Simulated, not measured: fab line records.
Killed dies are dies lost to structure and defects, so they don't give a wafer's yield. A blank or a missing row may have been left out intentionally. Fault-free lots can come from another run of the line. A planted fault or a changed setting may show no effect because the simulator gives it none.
Comparing a struck lot with a sound one + flow rit cmos + 16 steps out of a route of 202
Sound: the wafers L346.2, L346.4, L346.6. Wafers L353.1, L353.3, L353.6 were the ones struck. The cause is given at the end.
Order at every step that has rows: each side's tool, ch and its chambers, its first start. Under that, the readings that differ: sound wafers + struck wafers + difference of the means + sigmas: that difference in standard deviations of wafers without a fault.
alike: readings with means less than 2 such deviations apart, plus words and numbers identical on both sides. not compared: withheld readings, readings lacking a value on some wafer, bounds such as >300 that could conceal the same value, and numbers that have no deviation in the record and whose values overlap.
The two part at a step that has a row with sigmas, a row that says differs or no value, or rows on one side only. Numbers that don't overlap but have no deviation are shown without sigmas and don't part them. Lack of a reading on every wafer of one side parts them only where that side has two or more wafers.

first, 4 steps without rows for these wafers: RIT_PLDD_SOFTBAKE_02 (time 60 s); RIT_PLDD_EXPOSE_03 (exposes mask M8, target cd 40900 nm); RIT_PLDD_PEB_04; RIT_PLDD_DEVELOP_05 (develop time 50 s).
RIT_PLDD_OVL_MEAS_06:
  sound: overlay-01 at day 3 05:33; struck: overlay-01 at day 4 20:10
  alike: PLDD_OVL
then, 2 steps without rows for these wafers: RIT_PLDD_HARDBAKE_07 (time 60 s); RIT_PLDD_IMPLANT_08.
RIT_PLDD_STRIP_09: strips in O2, time 180 s.
  sound on plasma asher-03 ch 0,1, day 3 05:53; struck on plasma asher-01 ch 0,1, day 4 20:29
  alike: drypump motor current A, rf refl power W
  not compared: rf hours counter h
RIT_PLDD_TW_MEAS_10:
  sound: film metro-04 at day 3 06:04; struck: film metro-04 at day 4 20:40
  alike: PLDD_TW
then, 3 steps without rows for these wafers: RIT_SPACER_CLEAN_00 (cleans in SC1, time 600 s); RIT_SPACER_CLEAN_01 (cleans in dHF, time 30 s); RIT_SPACER_CLEAN_02 (cleans in SC2, time 600 s).
RIT_SPACER_CVD_03: deposits Si3N4 from SiH2Cl2/NH3, target thk 250 nm, time 3300 s.
  sound on lpcvd-01 ch 1, day 3 06:32; struck on lpcvd-01 ch 1, day 4 21:21
| reading                                  | sound             | struck            | difference | sigmas |
|------------------------------------------|-------------------|-------------------|------------|--------|
| model.Si3N4_of_SPACER_CVD_03.thk nm (nm) | 252.1 252.7 250.3 | 403.8 406.1 403.8 | +152.9     |        |
RIT_SPACER_THK_MEAS_04:
  sound: film metro-01 at day 3 08:28; struck: film metro-03 at day 5 00:13
| reading                 | sound             | struck            | difference | sigmas |
|-------------------------|-------------------|-------------------|------------|--------|
| SPACER_NITRIDE_THK (nm) | 252.3 252.8 250.3 | 403.9 406.2 403.5 | +152.7     | +55    |
RIT_SPACER_ETCHBACK_05: etches Si3N4 in SF6/CHF3, stops on SiO2, target depth 250 nm, time 240 s.
  sound on rie diel-01 ch 0,1, day 3 08:31; struck on rie diel-02 ch 0,1,3, day 5 00:17
| reading                                  | sound             | struck            | difference | sigmas |
|------------------------------------------|-------------------|-------------------|------------|--------|
| oes product au (a.u.)                    | 0.865 0.869 0.856 | 0.967 0.984 1.003 | +0.121     | +10    |
| model.Si3N4_of_SPACER_CVD_03.thk nm (nm) | 198.9 198.8 197.5 | 318.5 317.3 316.8 | +119.1     |        |
| model.etch.depth nm (nm)                 | 252.1 252.7 250.3 | 305.4 316 311.3   | +59.2      |        |
  alike: drypump motor current A, throttle valve pct
  not compared: rf hours counter h
RIT_M1_PROBE_99:
  sound: prober-02 at day 3 20:12; struck: prober-01 at day 5 11:26
| reading             | sound  | struck      | difference | sigmas |
|---------------------|--------|-------------|------------|--------|
| killed at front end | 10 9 4 | 264 264 264 | +256       | +83    |
| killed dies         | 10 9 4 | 264 264 264 | +256       | +83    |
| killed on rim       | 2 1 2  | 70 70 70    | +68        | +49    |
  alike: killed at contacts, killed open, killed short

WHERE THEY PART
Earliest at RIT_SPACER_THK_MEAS_04; latest, in this record, at RIT_M1_PROBE_99.

WHY: what the simulator had put in
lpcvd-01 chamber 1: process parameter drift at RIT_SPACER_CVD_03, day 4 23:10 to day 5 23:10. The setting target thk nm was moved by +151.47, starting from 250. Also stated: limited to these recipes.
